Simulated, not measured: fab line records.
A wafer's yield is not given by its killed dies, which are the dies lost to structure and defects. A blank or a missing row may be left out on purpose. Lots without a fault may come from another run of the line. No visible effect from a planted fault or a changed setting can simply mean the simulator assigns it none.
fab line records | flow berkeley-cmos170
[record] lots = 5 wafers = 23
route steps=331 shown PSD@183 NSD@188 SDANNEAL@205 NLDD@209 CONTACT@220 M1@250 V1@263 V2@307
start-h: hours from the record's first day to the start of the lot's first wafer shown | wait-h: hours from the lot's prior step to this one | " the same as in the row above | L1.1+2: a row that stands for several wafers | - no value, or no start was given | * or withheld: withheld | < > ~ a bound
route shown NAME@n: names a module that has steps shown in the file, with the first one's number in the route | usual: mean and standard deviation over wafers with no fault | same: alike in all rows | chamber/n: place in a boat | sites: each site's reading | _std_site: how widely they spread, as a standard deviation | _edge_site: inner sites' mean taken away from outer sites' mean | radius-mm: for every site, how far away it sits from the centre of the wafer | mask NAME#n: copy n | behind: the last tool/chamber to shape the wafer | hold: reason for holding the lot/hours on hold/outcome of the hold | device: transistor that didn't switch, given as n, p or np | end of line: the tests these same wafers got at the end of their route | a step given without rows: its recipe and nothing more | killed: dies that structure and defects cost at the first sort, which is not the same as the wafer's yield | map: shows each die of a wafer: x if killed, . if not, _ if none is there
set.NAME: setting as actually run; set.NAME@STEP: the setting as run at that earlier step | model.NAME: the simulator's own value behind a step, which no gauge read
lots with deliberately changed settings; one table per step, one row per wafer
[[steps]]
[step UCB170_PSD_IMPLANT_08]
[recipe] species = B dose-cm2 = 3e+15 energy-kev = 20 tilt-deg = 7
// columns lot.wafer tool chamber start-h wait-h set.dose-cm2
L080.1+2+3+5+6 implanter-02 0 181.70 0.0 3e+15
L078.1+2+4+5+6 implanter-02 0 182.17 0.0 3e+15
L077.1+3 implanter-02 0 189.81 0.0 3.155e+15
L077.4+5+6 " 0 " " 3e+15
L082.1+4+6 implanter-01 0 189.93 0.0 3.172e+15
L082.3+5 " 0 " " 3e+15
L085.1+3+5 implanter-02 0 210.47 0.0 3e+15
[step UCB170_PSD_STRIP_09]
[recipe] chemistry = O2 power-w = 400 pressure-mtorr = 3500 platen-temp-c = withheld o2-flow-sccm = 400 overash-fraction = 0.5
[usual] strip-time-to-endpoint-s = 29.40/0.088
// columns lot.wafer tool chamber start-h wait-h set.dose-cm2@PSD_IMPLANT_08 strip-time-to-endpoint-s
L080.1 plasma-asher-02 0 181.85 0.1 3e+15 29.25
L080.2 " 1 " " 3e+15 29.42
L080.3 " 1 " " 3e+15 29.42
L080.5 " 0 " " 3e+15 29.35
L080.6 " 1 " " 3e+15 29.32
L078.1 plasma-asher-02 0 182.32 0.1 3e+15 29.23
L078.2 " 1 " " 3e+15 29.25
L078.4 " 0 " " 3e+15 29.26
L078.5 " 0 " " 3e+15 29.29
L078.6 " 1 " " 3e+15 29.27
L077.1 plasma-asher-02 1 189.96 0.1 3.155e+15 30.00
L077.3 " 1 " " 3.155e+15 30.03
L077.4 " 0 " " 3e+15 29.46
L077.5 " 0 " " 3e+15 29.38
L077.6 " 1 " " 3e+15 29.44
L082.1 plasma-asher-02 1 190.08 0.1 3.172e+15 30.13
L082.3 " 0 " " 3e+15 29.53
L082.4 " 1 " " 3.172e+15 30.12
L082.5 " 0 " " 3e+15 29.52
L082.6 " 1 " " 3.172e+15 30.04
L085.1 plasma-asher-03 0 210.62 0.1 3e+15 29.47
L085.3 " 1 " " 3e+15 29.39
L085.5 " 1 " " 3e+15 29.51
[step UCB170_NSD_COAT_01]
[recipe] resist = KrF spin-rpm = 1500 resist-thk-nm = 900
// columns lot.wafer tool chamber start-h wait-h set.resist-thk-nm model.KrF_of_NSD_COAT_01.thk-nm
L080.1 litho-track-02 0 182.33 0.1 900 901.8
L080.2 " 0 " " 869.2 874
L080.3 " 0 " " 900 901
L080.5 " 0 " " 900 903.1
L080.6 " 0 " " 869.2 872.9
L078.1 litho-track-02 0 182.84 0.1 900 901
L078.2 " 0 " " 858.9 858.1
L078.4 " 0 " " 900 898.5
L078.5 " 0 " " 900 903.4
L078.6 " 0 " " 858.9 859.7
L077.1 litho-track-02 0 192.33 0.1 900 901.3
L077.3 " 0 " " 900 900.9
L077.4 " 0 " " 900 900.4
L077.5 " 0 " " 900 899.3
L077.6 " 0 " " 900 903.4
L082.1 litho-track-03 0 192.33 0.1 900 899.9
L082.3 " 0 " " 900 902.7
L082.4 " 0 " " 900 903.1
L082.5 " 0 " " 900 902.4
L082.6 " 0 " " 900 902.3
L085.1 litho-track-03 0 212.87 0.1 900 900.9
L085.3 " 0 " " 900 903
L085.5 " 0 " " 900 902.1
[step UCB170_NSD_SOFTBAKE_02]
[recipe] resist = KrF temp-c = 130 time-s = 60
[step UCB170_NSD_EXPOSE_03]
[recipe] mask-id = NSELECT_MOD na = 0.5 sigma-outer = 0.6 source-shape = conventional target-cd-nm = 1200 dose-mj = 30
[step UCB170_NSD_IMPLANT_08]
[recipe] species = P dose-cm2 = 3e+15 energy-kev = 40.63 tilt-deg = 7
[step UCB170_NSD_STRIP_09]
[recipe] chemistry = O2 power-w = 400 pressure-mtorr = 3500 platen-temp-c = withheld o2-flow-sccm = 400 overash-fraction = 0.5
[usual] strip-time-to-endpoint-s = 36.10/0.073
// columns lot.wafer tool chamber start-h wait-h set.resist-thk-nm@NSD_COAT_01 strip-time-to-endpoint-s
L080.1 plasma-asher-03 1 183.49 0.1 900 36.01
L080.2 " 0 " " 869.2 35.36
L080.3 " 1 " " 900 36.01
L080.5 " 1 " " 900 36.10
L080.6 " 0 " " 869.2 35.35
L078.1 plasma-asher-03 1 184.00 0.1 900 36.07
L078.2 " 0 " " 858.9 35.03
L078.4 " 0 " " 900 36.02
L078.5 " 0 " " 900 36.16
L078.6 " 1 " " 858.9 35.08
L077.1 plasma-asher-02 1 193.66 0.1 900 36.12
L077.3 " 1 " " 900 36.09
L077.4 " 0 " " 900 36.06
L077.5 " 1 " " 900 36.02
L077.6 " 0 " " 900 36.10
L082.1 plasma-asher-04 1 193.68 0.1 900 35.97
L082.3 " 1 " " 900 36.02
L082.4 " 0 " " 900 36.09
L082.5 " 1 " " 900 36.04
L082.6 " 0 " " 900 36.04
L085.1 plasma-asher-03 1 214.47 0.1 900 36.12
L085.3 " 0 " " 900 36.12
L085.5 " 1 " " 900 36.12
[step UCB170_SDANNEAL_RTA_01]
[recipe] temp-c = 1050 time-s = 5 ambient = N2
// columns lot.wafer tool chamber start-h wait-h set.time-s
L080.1+3 rtp-anneal-01 0 184.78 0.1 5.651
L080.2+5+6 " 0 " " 5
L078.1+2+4 rtp-anneal-02 0 185.40 0.1 5.551
L078.5+6 " 0 " " 5
L077.1+4+5 rtp-anneal-01 0 194.99 0.1 5
L077.3+6 " 0 " " 5.725
L082.1+6 rtp-anneal-02 0 195.32 0.1 5
L082.3+4+5 " 0 " " 5.481
L085.1+3+5 rtp-anneal-01 0 216.05 0.1 5
[step UCB170_SDANNEAL_RS_MEAS_02]
[recipe] thk-meas-gauge = four-point-probe
[usual] PSD_RS = 75.5/0.3
// columns lot.wafer tool chamber start-h wait-h set.dose-cm2@PSD_IMPLANT_08 set.time-s@SDANNEAL_RTA_01 PSD_RS[ohm/sq]
L080.1 film-metro-04 - 184.84 0.0 3e+15 5.651 73.5
L080.2 " - " " 3e+15 5 75.6
L080.3 " - " " 3e+15 5.651 73.1
L080.5 " - " " 3e+15 5 75.3
L080.6 " - " " 3e+15 5 75.2
L078.1 film-metro-04 - 185.46 0.0 3e+15 5.551 74.2
L078.2 " - " " 3e+15 5.551 74.0
L078.4 " - " " 3e+15 5.551 74.0
L078.5 " - " " 3e+15 5 75.6
L078.6 " - " " 3e+15 5 75.8
L077.1 film-metro-04 - 195.05 0.0 3.155e+15 5 72.7
L077.3 " - " " 3.155e+15 5.725 70.2
L077.4 " - " " 3e+15 5 75.3
L077.5 " - " " 3e+15 5 75.6
L077.6 " - " " 3e+15 5.725 73.4
L082.1 film-metro-01 - 195.38 0.0 3.172e+15 5 72.2
L082.3 " - " " 3e+15 5.481 73.5
L082.4 " - " " 3.172e+15 5.481 71.1
L082.5 " - " " 3e+15 5.481 73.6
L082.6 " - " " 3.172e+15 5 72.6
L085.1 film-metro-04 - 216.11 0.0 3e+15 5 75.2
L085.3 " - " " 3e+15 5 75.3
L085.5 " - " " 3e+15 5 74.9
[step UCB170_SDANNEAL_RS_MEAS_03]
[recipe] thk-meas-gauge = four-point-probe
[usual] NSD_RS = 37.01/0.096
// columns lot.wafer tool chamber start-h wait-h set.time-s@SDANNEAL_RTA_01 NSD_RS[ohm/sq]
L080.1 film-metro-04 - 184.96 0.1 5.651 36.74
L080.2 " - " " 5 37.12
L080.3 " - " " 5.651 36.74
L080.5 " - " " 5 36.94
L080.6 " - " " 5 37.09
L078.1 film-metro-04 - 185.58 0.1 5.551 36.75
L078.2 " - " " 5.551 36.78
L078.4 " - " " 5.551 36.63
L078.5 " - " " 5 36.88
L078.6 " - " " 5 37.00
L077.1 film-metro-04 - 195.17 0.1 5 36.96
L077.3 " - " " 5.725 36.51
L077.4 " - " " 5 36.97
L077.5 " - " " 5 37.01
L077.6 " - " " 5.725 36.60
L082.1 film-metro-01 - 195.50 0.1 5 37.22
L082.3 " - " " 5.481 36.90
L082.4 " - " " 5.481 36.94
L082.5 " - " " 5.481 36.88
L082.6 " - " " 5 37.20
L085.1 film-metro-04 - 216.23 0.1 5 36.96
L085.3 " - " " 5 36.99
L085.5 " - " " 5 36.94
[step UCB170_SDANNEAL_RS_MEAS_05]
[recipe] thk-meas-gauge = four-point-probe
[usual] NLDD_RS = 615.7/1.4
// columns lot.wafer tool chamber start-h wait-h set.energy-kev@NLDD_IMPLANT_08 NLDD_RS[ohm/sq]
L080.1 film-metro-04 - 185.20 0.1 31.31 611.7
L080.2 " - " " 31.31 611.2
L080.3 " - " " 30 614.7
L080.5 " - " " 31.31 612.3
L080.6 " - " " 30 614.0
L078.1 film-metro-04 - 185.82 0.1 30 613.7
L078.2 " - " " 28.27 618.3
L078.4 " - " " 28.27 617.4
L078.5 " - " " 30 614.3
L078.6 " - " " 30 614.5
L077.1 film-metro-04 - 195.41 0.1 30 616.0
L077.3 " - " " 31.07 612.7
L077.4 " - " " 31.07 611.9
L077.5 " - " " 31.07 611.6
L077.6 " - " " 30 613.8
L082.1 film-metro-01 - 195.74 0.1 30 616.7
L082.3 " - " " 30 616.0
L082.4 " - " " 30.9 615.5
L082.5 " - " " 30 615.5
L082.6 " - " " 30.9 612.4
L085.1 film-metro-04 - 216.47 0.1 30 615.3
L085.3 " - " " 30 614.0
L085.5 " - " " 30 614.3
[step UCB170_CONTACT_COAT_04]
[recipe] resist = KrF spin-rpm = 1500 resist-thk-nm = 900
// columns lot.wafer tool chamber start-h wait-h set.spin-rpm model.KrF_of_CONTACT_COAT_04.thk-nm
L080.1 litho-track-04 0 187.90 0.1 1500 906.4
L080.2 " 0 " " 1500 900.5
L080.3 " 0 " " 1500 905.9
L080.5 " 0 " " 1500 903.6
L080.6 " 0 " " 1500 904.9
L078.1 litho-track-04 0 189.72 0.1 1500 901.7
L078.2 " 0 " " 1500 902.1
L078.4 " 0 " " 1600 873.4
L078.5 " 0 " " 1500 901.1
L078.6 " 0 " " 1600 872.8
L077.1 litho-track-03 0 198.35 0.1 1500 900.1
L077.3 " 0 " " 1571 878.9
L077.4 " 0 " " 1500 903.4
L077.5 " 0 " " 1571 881.7
L077.6 " 0 " " 1571 880.8
L082.1 litho-track-04 0 200.34 0.1 1500 899.5
L082.3 " 0 " " 1500 901.7
L082.4 " 0 " " 1500 897.1
L082.5 " 0 " " 1388 936.3
L082.6 " 0 " " 1388 937.8
L085.1 litho-track-01 0 220.51 0.1 1500 903
L085.3 " 0 " " 1500 903.7
L085.5 " 0 " " 1500 906.1
[step UCB170_CONTACT_SOFTBAKE_05]
[recipe] resist = KrF temp-c = 130 time-s = 60
[step UCB170_CONTACT_STRIP_06]
[recipe] chemistry = O2 power-w = 400 pressure-mtorr = 3500 platen-temp-c = withheld o2-flow-sccm = 400 overash-fraction = 0.5
[usual] strip-time-to-endpoint-s = 21.99/0.059
// columns lot.wafer tool chamber start-h wait-h set.spin-rpm@CONTACT_COAT_04 strip-time-to-endpoint-s
L080.1 plasma-asher-03 1 188.20 0.1 1500 22.13
L080.2 " 0 " " 1500 21.98
L080.3 " 0 " " 1500 22.10
L080.5 " 0 " " 1500 22.06
L080.6 " 1 " " 1500 22.08
L078.1 plasma-asher-01 0 190.02 0.1 1500 22.00
L078.2 " 1 " " 1500 22.02
L078.4 " 1 " " 1600 21.34
L078.5 " 0 " " 1500 21.99
L078.6 " 1 " " 1600 21.32
L077.1 plasma-asher-04 0 198.65 0.1 1500 21.97
L077.3 " 0 " " 1571 21.45
L077.4 " 1 " " 1500 22.04
L077.5 " 1 " " 1571 21.51
L077.6 " 0 " " 1571 21.51
L082.1 plasma-asher-03 1 200.64 0.1 1500 21.96
L082.3 " 0 " " 1500 22.01
L082.4 " 1 " " 1500 21.91
L082.5 " 1 " " 1388 22.84
L082.6 " 0 " " 1388 22.87
L085.1 plasma-asher-01 1 220.81 0.1 1500 22.03
L085.3 " 0 " " 1500 22.06
L085.5 " 1 " " 1500 22.11
[step UCB170_M1_METAL_ETCH_12]
[recipe] chemistry = Cl2/BCl3 target = Al stop-on = PSG pressure-mtorr = 12 target-depth-a = 7800 over-etch-frac = 0.3 time-s = 130 icp-w = 600 bias-w = 120 Cl2_flow_sccm = 90 bcl3-flow-sccm = 45
// columns lot.wafer tool chamber start-h wait-h set.time-s model.KrF_of_M1_COAT_04.thk-nm
L080.1 rie-metal-04 1 191.83 - 130 422.8
L080.2 " 0 " " 138.3 407.9
L080.3 " 0 " " 138.3 406.4
L080.5 " 0 " " 130 434.6
L080.6 " 1 " " 130 426.6
L078.1 rie-metal-02 0 194.73 - 118.4 477.9
L078.2 " 1 " " 130 433.9
L078.4 " 1 " " 118.4 474.5
L078.5 " 0 " " 118.4 480.2
L078.6 " 1 " " 130 440.4
L077.1 rie-metal-02 0 203.34 - 146.5 385
L077.3 " 1 " " 146.5 379.9
L077.4 " 0 " " 130 447.6
L077.5 " 0 " " 130 442.4
L077.6 " 1 " " 146.5 382.1
L082.1 rie-metal-04 1 204.68 - 120.9 465.3
L082.3 " 0 " " 130 445.5
L082.4 " 1 " " 130 433.7
L082.5 " 0 " " 120.9 470.1
L082.6 " 1 " " 120.9 460.4
L085.1 rie-metal-02 1 224.59 - 130 442.2
L085.3 " 1 " " 130 440.7
L085.5 " 1 " " 130 444.9
[step UCB170_V1_EXPOSE_09]
[recipe] mask-id = VIA1 target-cd-nm = 700 na = 0.5 sigma-outer = 0.6 source-shape = conventional dose-mj = 37
// columns lot.wafer tool chamber start-h wait-h mask set.dose-mj
L080.1+3+5 krf-scanner-02 0 195.48 0.2 VIA1#0 37
L080.2+6 " 0 " " VIA1#0 39.66
L078.1+2+4+5+6 krf-scanner-02 0 199.36 0.1 VIA1#0 37
L077.1+3+4+5+6 krf-scanner-02 0 206.78 0.1 VIA1#0 37
L082.1+3 krf-scanner-01 0 209.93 0.2 VIA1#0 37
L082.4+5+6 " 0 " " VIA1#0 34.32
L085.1+3+5 krf-scanner-02 0 228.40 0.1 VIA1#0 37
[step UCB170_V1_PEB_10]
[recipe] peb-temp-c = 130 peb-time-s = withheld resist = KrF
[step UCB170_V1_DEVELOP_11]
[recipe] developer = TMAH develop-time-s = 45 resist = KrF dev-temp-c = 21
[step UCB170_V1_CD_MEAS_12]
[recipe] target-cd-nm = 700
[usual] cd-nm = 699.8/0.99
// columns lot.wafer tool chamber start-h wait-h set.dose-mj@V1_EXPOSE_09 cd-nm
L080.1 cd-sem-01 - 196.27 - 37 700.9
L080.2 " - " " 39.66 711.9
L080.3 " - " " 37 699.6
L080.5 " - " " 37 699.8
L080.6 " - " " 39.66 711.5
L078.1 cd-sem-02 - 199.91 - 37 699.7
L078.2 " - " " 37 700.0
L078.4 " - " " 37 700.8
L078.5 " - " " 37 699.0
L078.6 " - " " 37 700.3
L077.1 cd-sem-01 - 207.18 - 37 698.8
L077.3 " - " " 37 699.5
L077.4 " - " " 37 700.3
L077.5 " - " " 37 700.8
L077.6 " - " " 37 700.0
L082.1 cd-sem-02 - 210.38 - 37 700.8
L082.3 " - " " 37 701.0
L082.4 " - " " 34.32 687.5
L082.5 " - " " 34.32 688.2
L082.6 " - " " 34.32 687.4
L085.1 cd-sem-01 - 228.95 - 37 698.7
L085.3 " - " " 37 700.4
L085.5 " - " " 37 699.8
[step UCB170_V1_ETCH_14]
[recipe] chemistry = CHF3/CF4/Ar target = SiO2 stop-on = Al CHF3_flow_sccm = 45 cf4-flow-sccm = 15 Ar_flow_sccm = 150 pressure-mtorr = 200 rf-w = 700 target-depth-a = 12500 over-etch-frac = 0.25 time-s = 291
// columns lot.wafer tool chamber start-h wait-h set.time-s set.dose-mj@V1_EXPOSE_09 model.KrF_of_V1_COAT_07.thk-nm model.V1.cd-nm
L080.1 rie-diel-02 0 196.42 0.0 291 37 613.7 700.2
L080.2 " 2 " " 326.5 39.66 573.4 713.3
L080.3 " 1 " " 326.5 37 566.6 702.8
L080.5 " 0 " " 291 37 615.3 699.4
L080.6 " 2 " " 326.5 39.66 573.1 713
L078.1 rie-diel-03 2 200.07 0.0 291 37 613.9 699.3
L078.2 " 1 " " 291 37 614.3 699.5
L078.4 " 1 " " 291 37 618.5 700
L078.5 " 2 " " 313.6 37 591.7 698.4
L078.6 " 3 " " 313.6 37 597.7 700.4
L077.1 rie-diel-03 2 207.33 0.0 291 37 615.8 698.8
L077.3 " 1 " " 311.5 37 601.9 700.7
L077.4 " 1 " " 311.5 37 599.7 700.8
L077.5 " 2 " " 311.5 37 595.6 701.2
L077.6 " 3 " " 291 37 621.3 700.2
L082.1 rie-diel-01 2 210.54 0.0 291 37 611.1 700.6
L082.3 " 3 " " 291 37 608.7 700.8
L082.4 " 0 " " 324.6 34.32 576 687.9
L082.5 " 3 " " 324.6 34.32 574 689.2
L082.6 " 2 " " 291 34.32 613.4 687.1
L085.1 rie-diel-03 0 229.10 0.0 291 37 607.8 698.3
L085.3 " 3 " " 291 37 608.3 700.1
L085.5 " 2 " " 291 37 608.3 697.5
[step UCB170_V1_STRIP_15]
[recipe] chemistry = O2 power-w = 400 pressure-mtorr = 3500 platen-temp-c = withheld o2-flow-sccm = 400 overash-fraction = 0.5
[usual] strip-time-to-endpoint-s = 15.33/0.15
// columns lot.wafer tool chamber start-h wait-h set.time-s@V1_ETCH_14 strip-time-to-endpoint-s
L080.1 plasma-asher-04 0 196.60 0.1 291 15.38
L080.2 " 1 " " 326.5 14.43
L080.3 " 1 " " 326.5 14.28
L080.5 " 1 " " 291 15.44
L080.6 " 0 " " 326.5 14.44
L078.1 plasma-asher-03 0 200.25 0.1 291 15.41
L078.2 " 1 " " 291 15.41
L078.4 " 1 " " 291 15.51
L078.5 " 1 " " 313.6 14.88
L078.6 " 0 " " 313.6 15.03
L077.1 plasma-asher-04 0 207.51 0.1 291 15.44
L077.3 " 1 " " 311.5 15.11
L077.4 " 0 " " 311.5 15.06
L077.5 " 1 " " 311.5 14.98
L077.6 " 0 " " 291 15.59
L082.1 plasma-asher-04 0 210.72 0.1 291 15.33
L082.3 " 0 " " 291 15.28
L082.4 " 1 " " 324.6 14.51
L082.5 " 1 " " 324.6 14.45
L082.6 " 0 " " 291 15.38
L085.1 plasma-asher-02 1 229.28 0.1 291 15.26
L085.3 " 1 " " 291 15.27
L085.5 " 1 " " 291 15.26
[step UCB170_V1_CD_MEAS_90]
[recipe] target-cd-nm = 700
[usual] cd-nm = 699.5/1.5
// columns lot.wafer tool chamber start-h wait-h set.dose-mj@V1_EXPOSE_09 cd-nm
L080.1 cd-sem-02 - 196.70 0.1 37 700.0
L080.2 " - " " 39.66 713.3
L080.3 " - " " 37 703.0
L080.5 " - " " 37 699.3
L080.6 " - " " 39.66 713.2
L078.1 cd-sem-01 - 200.35 0.1 37 699.2
L078.2 " - " " 37 699.2
L078.4 " - " " 37 699.7
L078.5 " - " " 37 698.3
L078.6 " - " " 37 700.4
L077.1 cd-sem-02 - 207.61 0.1 37 698.4
L077.3 " - " " 37 700.4
L077.4 " - " " 37 700.9
L077.5 " - " " 37 701.1
L077.6 " - " " 37 700.2
L082.1 cd-sem-01 - 210.82 0.1 37 700.7
L082.3 " - " " 37 701.0
L082.4 " - " " 34.32 687.6
L082.5 " - " " 34.32 689.4
L082.6 " - " " 34.32 687.4
L085.1 cd-sem-01 - 229.38 0.1 37 698.4
L085.3 " - " " 37 700.0
L085.5 " - " " 37 697.5
[step UCB170_V2_STRIP_15]
[recipe] chemistry = O2 power-w = 400 pressure-mtorr = 3500 platen-temp-c = withheld o2-flow-sccm = 400 overash-fraction = 0.5
[usual] strip-time-to-endpoint-s = 15.35/0.11
// columns lot.wafer tool chamber start-h wait-h set.o2-flow-sccm strip-time-to-endpoint-s
L080.1 plasma-asher-04 1 203.42 0.1 357.5 15.47
L080.2 " 0 " " 400 15.36
L080.3 " 1 " " 400 15.36
L080.5 " 1 " " 400 15.26
L080.6 " 0 " " 357.5 15.46
L078.1 plasma-asher-04 0 206.35 0.1 358.3 15.56
L078.2 " 1 " " 358.3 15.42
L078.4 " 1 " " 400 15.27
L078.5 " 1 " " 400 15.25
L078.6 " 0 " " 358.3 15.51
L077.1 plasma-asher-04 0 215.14 0.1 341.6 15.72
L077.3 " 1 " " 400 15.34
L077.4 " 0 " " 341.6 15.57
L077.5 " 1 " " 400 15.33
L077.6 " 0 " " 341.6 15.73
L082.1 plasma-asher-01 0 216.73 0.1 400 15.46
L082.3 " 1 " " 446.4 15.22
L082.4 " 0 " " 400 15.42
L082.5 " 0 " " 400 15.49
L082.6 " 1 " " 446.4 15.24
L085.1 plasma-asher-01 0 234.91 0.2 400 15.43
L085.3 " 1 " " 400 15.46
L085.5 " 0 " " 400 15.39
[[key]]
[split] step = UCB170_PSD_IMPLANT_08 setting = dose-cm2 stated = 3e+15 by = wafer
[response] step = UCB170_PSD_STRIP_09 reading = strip-time-to-endpoint-s change = * per = 1% r = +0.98
[response] step = UCB170_SDANNEAL_RS_MEAS_02 reading = PSD_RS slope = -0.505 per = 1% together-with = time-s@SDANNEAL_RTA_01 explained = 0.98
[split] step = UCB170_NSD_COAT_01 setting = resist-thk-nm stated = 900 by = wafer
[response] step = UCB170_NSD_COAT_01 reading = model.KrF_of_NSD_COAT_01.thk-nm change = +8.89 per = 1% r = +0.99
[response] step = UCB170_NSD_STRIP_09 reading = strip-time-to-endpoint-s change = * per = 1% r = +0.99
[split] step = UCB170_SDANNEAL_RTA_01 setting = time-s stated = 5 by = wafer
[response] step = UCB170_SDANNEAL_RS_MEAS_03 reading = NSD_RS change = -0.026 per = 1% r = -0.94
[response] step = UCB170_SDANNEAL_RS_MEAS_02 reading = PSD_RS slope = -0.156 per = 1% together-with = dose-cm2@PSD_IMPLANT_08 explained = 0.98
[split] step = UCB170_CONTACT_COAT_04 setting = spin-rpm stated = 1500 by = wafer
[response] step = UCB170_CONTACT_COAT_04 reading = model.KrF_of_CONTACT_COAT_04.thk-nm change = -4.66 per = 1% r = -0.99
[response] step = UCB170_CONTACT_STRIP_06 reading = strip-time-to-endpoint-s change = * per = 1% r = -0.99
[split] step = UCB170_M1_METAL_ETCH_12 setting = time-s stated = 130 by = wafer
[response] step = UCB170_M1_METAL_ETCH_12 reading = model.KrF_of_M1_COAT_04.thk-nm change = -4.44 per = 1% r = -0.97
[split] step = UCB170_V1_EXPOSE_09 setting = dose-mj stated = 37 by = wafer
[response] step = UCB170_V1_CD_MEAS_12 reading = cd-nm change = +1.72 per = 1% r = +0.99
[response] step = UCB170_V1_ETCH_14 reading = model.V1.cd-nm change = +1.73 per = 1% r = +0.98
[response] step = UCB170_V1_CD_MEAS_90 reading = cd-nm change = +1.74 per = 1% r = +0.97
[split] step = UCB170_V1_ETCH_14 setting = time-s stated = 291 by = wafer
[response] step = UCB170_V1_ETCH_14 reading = model.KrF_of_V1_COAT_07.thk-nm change = -3.18 per = 1% r = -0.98
[response] step = UCB170_V1_STRIP_15 reading = strip-time-to-endpoint-s change = * per = 1% r = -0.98
[split] step = UCB170_V2_STRIP_15 setting = o2-flow-sccm stated = 400 by = wafer
[response] step = UCB170_V2_STRIP_15 reading = strip-time-to-endpoint-s change = * per = 1% r = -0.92
split outside-this-file step=UCB170_NLDD_IMPLANT_08 setting=energy-kev
// split outside-this-file: this setting was split too, and the file shows its column; the key of that split is in another file
